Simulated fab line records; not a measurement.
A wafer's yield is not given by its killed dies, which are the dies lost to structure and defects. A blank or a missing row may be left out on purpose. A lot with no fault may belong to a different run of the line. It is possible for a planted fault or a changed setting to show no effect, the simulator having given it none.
Which tool was responsible?	flow ritCmos	39 wafers sampled from 13 lots at 1 step of a route of 202

WHAT EACH GAUGE READ, for each wafer
Not one reading of a measure or inspect step in the record can be checked against a usual standard deviation.

WHICH TOOL RAN EACH LOT (tool, then ch and the chambers of the sampled wafers, then the start)
lot	RIT_ACTIVE_ETCH_13
L323	rieDiel-04 ch 1,2, day 1 14:43
L325	rieDiel-03 ch 0,1, day 2 01:25
L327	rieDiel-03 ch 0,2,3, day 2 11:50
L329	rieDiel-02 ch 1,2,3, day 2 21:25
L330	rieDiel-02 ch 0,1, day 3 01:50
L333	rieDiel-02 ch 1,2, day 3 18:03
L339	rieDiel-03 ch 2,3, day 4 22:44
L340	rieDiel-04 ch 1,2,3, day 5 04:49
L342	rieDiel-04 ch 1,3, day 5 13:50
L343	rieDiel-04 ch 0,3, day 5 18:50
L344	rieDiel-03 ch 1,3, day 5 23:43
L345	rieDiel-03 ch 1,2,3, day 6 04:50
L346	rieDiel-04 ch 0,1,3, day 6 09:43
- RIT_ACTIVE_ETCH_13: etches Si3N4 in SF6, stops on SiO2, time 210 s, target depth 210 nm.

WHAT THE TOOLS THEMSELVES READ (means of the sampled wafers that have a number; where no wafer has one, the mark that the record gives instead)
RIT_ACTIVE_ETCH_13.
lot	tool	drypumpMotorCurrentA (A)	oesProductAu (a.u.)	runLengthS (s)	throttleValvePct (%)
L323	rieDiel-04	6.2	0.840	238.8	7.51
L325	rieDiel-03	5.6	0.803	238.0	7.56
L327	rieDiel-03	6.0	0.817	238.3	7.51
L329	rieDiel-02	5.5	0.838	238.2	7.43
L330	rieDiel-02	5.9	0.828	238.1	7.41
L333	rieDiel-02	5.9	0.817	243.4	7.38
L339	rieDiel-03	5.9	0.808	238.2	7.44
L340	rieDiel-04	5.9	0.817	238.7	7.54
L342	rieDiel-04	5.6	0.816	238.6	7.58
L343	rieDiel-04	5.8	0.835	238.5	7.57
L344	rieDiel-03	5.8	0.802	238.1	7.44
L345	rieDiel-03	5.6	0.809	237.9	7.49
L346	rieDiel-04	5.8	0.817	238.3	7.59

THE ANSWER, worked out from the rows above alone
Rule: the lots themselves supply what counts as usual. Put in order of their means at a reading, lots are off if they are a third of the lots or fewer, leave a main group of 4 or more, and stand apart from it by a gap of 3 or more times the standard deviation of the main group's means; of several such gaps the widest counts. Not used: any main group whose means are identical at the precision the tables above print for the reading. Also off: a lot with no number at a reading for which 4 or more lots have one. All remaining lots with rows at the step are treated as sound. The gauges are gone through in route order, then the tools' own readings, and for those a lot's mean is taken as printed above. At the first step where some lot is off, the reading lying furthest off is the one used; lots without a number count as furthest.
Off, at RIT_ACTIVE_ETCH_13 on runLengthS: L333. The main group: mean 238.3 s, standard deviation 0.27.
If a tool, at that step or one of the process steps before it, ran each lot that is off and ran no sound lot following the first of them, it fits. One fits: rieDiel-02 at RIT_ACTIVE_ETCH_13. Its last sound lot is L330 (day 3 01:50), its first lot that is off L333 (day 3 18:03): a fault that began between those two fits.
The tool's own readings at RIT_ACTIVE_ETCH_13 bear it out: on the lots that are off they differ by more than 5 times the standard deviation of the sound lots' means. runLengthS reads 243.4 s there against 238.3 s on the sound lots.

WHAT HAD BEEN PUT IN BY THE SIMULATOR
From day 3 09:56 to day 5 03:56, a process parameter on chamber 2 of rieDiel-02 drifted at RIT_ACTIVE_ETCH_13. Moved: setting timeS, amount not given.
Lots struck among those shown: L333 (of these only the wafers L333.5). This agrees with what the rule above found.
